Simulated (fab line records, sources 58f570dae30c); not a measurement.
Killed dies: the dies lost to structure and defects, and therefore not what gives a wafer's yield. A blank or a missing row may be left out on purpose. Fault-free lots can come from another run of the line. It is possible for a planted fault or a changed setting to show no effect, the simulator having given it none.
Split-lot study / flow berkeley_cmos170 / 5 lots, 23 wafers read, on a route of 331 steps

## THE SPLIT
At UCB170_ACTIVE_COAT_08 (resist thk 900 nm), the setting spin_rpm was moved away from the recipe's 1500 rpm on 5 of the 23 wafers read, by -6.9% to +5.1%. All remaining wafers had this setting at the recipe value.

## FROM THE SPLIT TO THE READING: what the file shows between them, 2 steps
- UCB170_ACTIVE_SOFTBAKE_09: time 60 s
- UCB170_ACTIVE_EXPOSE_10: exposes mask ACTIVE, target cd 1200 nm

## THE READING
KrF_of_ACTIVE_COAT_08.thk_nm (the simulator's own value, which no gauge read), in nm, at UCB170_ACTIVE_ETCH_15 (etches Si3N4 in CH3F/Ar/O2, stops on SiO2, target depth 242 nm, time 151 s). The file does not state a usual value for it. Here, 18 wafers ran the recipe; their average is 726.1 nm with a standard deviation of 2.6 nm.

wafer=L075.1; tool, chamber at the split=litho_track-02, 0; spin_rpm as run, rpm=1500; against the recipe=recipe; KrF_of_ACTIVE_COAT_08.thk_nm, nm=725.6; against lot-mates on the recipe=-
wafer=L075.2; tool, chamber at the split=litho_track-02, 0; spin_rpm as run, rpm=1500; against the recipe=recipe; KrF_of_ACTIVE_COAT_08.thk_nm, nm=729; against lot-mates on the recipe=-
wafer=L075.3; tool, chamber at the split=litho_track-02, 0; spin_rpm as run, rpm=1500; against the recipe=recipe; KrF_of_ACTIVE_COAT_08.thk_nm, nm=729.4; against lot-mates on the recipe=-
wafer=L075.5; tool, chamber at the split=litho_track-02, 0; spin_rpm as run, rpm=1500; against the recipe=recipe; KrF_of_ACTIVE_COAT_08.thk_nm, nm=729.4; against lot-mates on the recipe=-
wafer=L075.4; tool, chamber at the split=litho_track-02, 0; spin_rpm as run, rpm=1500; against the recipe=recipe; KrF_of_ACTIVE_COAT_08.thk_nm, nm=723.7; against lot-mates on the recipe=-
wafer=L078.3; tool, chamber at the split=litho_track-02, 0; spin_rpm as run, rpm=1500; against the recipe=recipe; KrF_of_ACTIVE_COAT_08.thk_nm, nm=720.4; against lot-mates on the recipe=-
wafer=L078.5; tool, chamber at the split=litho_track-02, 0; spin_rpm as run, rpm=1500; against the recipe=recipe; KrF_of_ACTIVE_COAT_08.thk_nm, nm=723.8; against lot-mates on the recipe=-
wafer=L078.6; tool, chamber at the split=litho_track-02, 0; spin_rpm as run, rpm=1500; against the recipe=recipe; KrF_of_ACTIVE_COAT_08.thk_nm, nm=724.4; against lot-mates on the recipe=-
wafer=L079.2; tool, chamber at the split=litho_track-03, 0; spin_rpm as run, rpm=1500; against the recipe=recipe; KrF_of_ACTIVE_COAT_08.thk_nm, nm=730.8; against lot-mates on the recipe=-
wafer=L079.3; tool, chamber at the split=litho_track-03, 0; spin_rpm as run, rpm=1500; against the recipe=recipe; KrF_of_ACTIVE_COAT_08.thk_nm, nm=726.8; against lot-mates on the recipe=-
wafer=L079.4; tool, chamber at the split=litho_track-03, 0; spin_rpm as run, rpm=1500; against the recipe=recipe; KrF_of_ACTIVE_COAT_08.thk_nm, nm=727.3; against lot-mates on the recipe=-
wafer=L079.5; tool, chamber at the split=litho_track-03, 0; spin_rpm as run, rpm=1500; against the recipe=recipe; KrF_of_ACTIVE_COAT_08.thk_nm, nm=726; against lot-mates on the recipe=-
wafer=L079.6; tool, chamber at the split=litho_track-03, 0; spin_rpm as run, rpm=1500; against the recipe=recipe; KrF_of_ACTIVE_COAT_08.thk_nm, nm=727.4; against lot-mates on the recipe=-
wafer=L082.1; tool, chamber at the split=litho_track-01, 0; spin_rpm as run, rpm=1577; against the recipe=+5.1%; KrF_of_ACTIVE_COAT_08.thk_nm, nm=698.8; against lot-mates on the recipe=-25.8
wafer=L082.2; tool, chamber at the split=litho_track-01, 0; spin_rpm as run, rpm=1577; against the recipe=+5.1%; KrF_of_ACTIVE_COAT_08.thk_nm, nm=702.3; against lot-mates on the recipe=-22.3
wafer=L082.3; tool, chamber at the split=litho_track-01, 0; spin_rpm as run, rpm=1500; against the recipe=recipe; KrF_of_ACTIVE_COAT_08.thk_nm, nm=724.2; against lot-mates on the recipe=-
wafer=L082.4; tool, chamber at the split=litho_track-01, 0; spin_rpm as run, rpm=1577; against the recipe=+5.1%; KrF_of_ACTIVE_COAT_08.thk_nm, nm=702.7; against lot-mates on the recipe=-21.9
wafer=L082.5; tool, chamber at the split=litho_track-01, 0; spin_rpm as run, rpm=1500; against the recipe=recipe; KrF_of_ACTIVE_COAT_08.thk_nm, nm=725; against lot-mates on the recipe=-
wafer=L084.2; tool, chamber at the split=litho_track-03, 0; spin_rpm as run, rpm=1396; against the recipe=-6.9%; KrF_of_ACTIVE_COAT_08.thk_nm, nm=757; against lot-mates on the recipe=+31.7
wafer=L084.3; tool, chamber at the split=litho_track-03, 0; spin_rpm as run, rpm=1396; against the recipe=-6.9%; KrF_of_ACTIVE_COAT_08.thk_nm, nm=757.9; against lot-mates on the recipe=+32.6
wafer=L084.4; tool, chamber at the split=litho_track-03, 0; spin_rpm as run, rpm=1500; against the recipe=recipe; KrF_of_ACTIVE_COAT_08.thk_nm, nm=722.3; against lot-mates on the recipe=-
wafer=L084.5; tool, chamber at the split=litho_track-03, 0; spin_rpm as run, rpm=1500; against the recipe=recipe; KrF_of_ACTIVE_COAT_08.thk_nm, nm=726.6; against lot-mates on the recipe=-
wafer=L084.6; tool, chamber at the split=litho_track-03, 0; spin_rpm as run, rpm=1500; against the recipe=recipe; KrF_of_ACTIVE_COAT_08.thk_nm, nm=726.9; against lot-mates on the recipe=-

THE FIT
A straight line over all 23 wafers: KrF_of_ACTIVE_COAT_08.thk_nm changes by -4.66 nm for each +1% of spin_rpm; r = -0.98; the points scatter about the line by 2.5 nm.
The same after taking each lot's own level away (the mean of its wafers on the recipe; 23 wafers): -4.6 nm for each +1%; r = -0.99; scatter 1.9 nm.
The reading moves by 32 nm for the largest change in spin_rpm, on that fit.
The lots' own levels span 722.87 to 727.66 nm, that is 1.8 times the standard deviation above.
Hence the lot-to-lot level has little effect on the slope; both slopes agree.
Check: +32 nm against its lot-mates is what the line predicts for one of the wafers moved furthest among these (-6.9%) when that wafer is left out of the fit. Against them it came out at +31.7 nm.

## THESE WAFERS: OTHER SPLITS
Note: prior to the reading, these wafers also went through further splits. Each is held against what the fit with the lots' levels taken away leaves over:
other split on the same wafers=UCB170_START_OXIDATION_02 temp_c; wafers away from the commonest value=18; r with KrF_of_ACTIVE_COAT_08.thk_nm (lot level and that fit taken away)=+0.03
other split on the same wafers=UCB170_PWELL_CVD_05 temp_c; wafers away from the commonest value=15; r with KrF_of_ACTIVE_COAT_08.thk_nm (lot level and that fit taken away)=-0.04
other split on the same wafers=UCB170_ACTIVE_OXIDATION_02 temp_c; wafers away from the commonest value=10; r with KrF_of_ACTIVE_COAT_08.thk_nm (lot level and that fit taken away)=-0.03

## THE WHOLE CHAIN: every reading that the file lists as answering this split, in the file's order
step=UCB170_ACTIVE_COAT_08; what it does=resist thk 900 nm; reading=KrF_of_ACTIVE_COAT_08.thk_nm (the simulator's own value, which no gauge read); change (the file's fit)=-4.5 nm for each +1% of the setting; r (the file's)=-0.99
step=UCB170_ACTIVE_ETCH_15; what it does=etches Si3N4 in CH3F/Ar/O2, stops on SiO2, target depth 242 nm, time 151 s; reading=KrF_of_ACTIVE_COAT_08.thk_nm (the simulator's own value, which no gauge read); change (the file's fit)=-4.61 nm for each +1% of the setting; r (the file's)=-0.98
step=UCB170_ACTIVE_STRIP_16; what it does=strips in O2; reading=strip_time_to_endpoint_s; change (the file's fit)=withheld for each +1% of the setting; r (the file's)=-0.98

## THE FILE'S OWN FIT
KrF_of_ACTIVE_COAT_08.thk_nm changes by -4.61 nm for each +1% of spin_rpm, r = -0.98.
